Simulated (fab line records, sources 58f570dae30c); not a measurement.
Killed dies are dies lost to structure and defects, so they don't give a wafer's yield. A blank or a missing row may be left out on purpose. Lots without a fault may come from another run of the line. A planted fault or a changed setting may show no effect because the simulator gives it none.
One fault seen from 2 desks | flow berkeley_cmos170 | each desk has only its own numbers; what lay behind them comes last

THE TOOL OWNER'S DESK: rie_metal-01
The tool's own readings at UCB170_M2_METAL_ETCH_18 (etches Al in Cl2/BCl3, stops on SiO2, target depth 1170 nm, time 195 s): means of the sampled wafers that have a number, for each lot that ran on this tool. A lot is out of limits, marked OUT, if its mean lies more than 4 standard deviations from the usual mean; the brackets give that distance.
Columns: A = drypump_motor_current_A at UCB170_M2_METAL_ETCH_18, usual 5.6 A; B = oes_product_au at UCB170_M2_METAL_ETCH_18, usual 0.850 a.u.; C = throttle_valve_pct at UCB170_M2_METAL_ETCH_18, usual 24.39 %
lot  | first seen here | A   | B     | C
L429 | day 8 09:47     | 5.6 | 0.831 | 24.36
L431 | day 8 18:12     | 5.4 | 0.829 | 24.41
L438 | day 10 14:25    | 5.5 | 0.828 | 24.38
L440 | day 10 15:33    | 5.4 | 0.838 | 24.40
This desk's finding: nothing out of limits on any of the 4 lots.

THE METROLOGY DESK
What the gauges read, lot by lot, whatever tool the lot ran on: means of the sampled wafers that have a number. A lot is out of limits, marked OUT, if its mean lies more than 4 standard deviations from the usual mean; the brackets give that distance.
Columns: A = V2_POLISHED_THK at UCB170_V2_THK_MEAS_04, usual 1000.4 nm; B = cd_nm at UCB170_V2_CD_MEAS_90, usual 700.6 nm
lot  | first seen here | A      | B
L429 | day 8 10:52     | 1001.3 | 702.2
L431 | day 8 19:14     | 999.8  | 699.9
L430 | day 8 19:29     | 999.1  | 699.9
L437 | day 10 12:44    | 1000.3 | 701.1
L438 | day 10 15:29    | 1000.2 | 704.1
L440 | day 10 16:33    | 1001.1 | 699.1
L444 | day 11 14:35    | 999.6  | 700.6
L443 | day 11 18:23    | 998.6  | 699.4
L447 | day 12 05:41    | 997.8  | 699.2
L445 | day 12 05:55    | 1001.0 | 699.6
L451 | day 13 04:26    | 1000.0 | 700.0
L452 | day 13 06:15    | 999.4  | 703.0
L450 | day 13 09:10    | 1002.9 | 701.3
This desk's finding: nothing out of limits on any of the 13 lots.

PUT TOGETHER
The tool owner's desk saw nothing out of limits.
The metrology desk saw nothing out of limits.

WHAT THE SIMULATOR HAD PUT IN
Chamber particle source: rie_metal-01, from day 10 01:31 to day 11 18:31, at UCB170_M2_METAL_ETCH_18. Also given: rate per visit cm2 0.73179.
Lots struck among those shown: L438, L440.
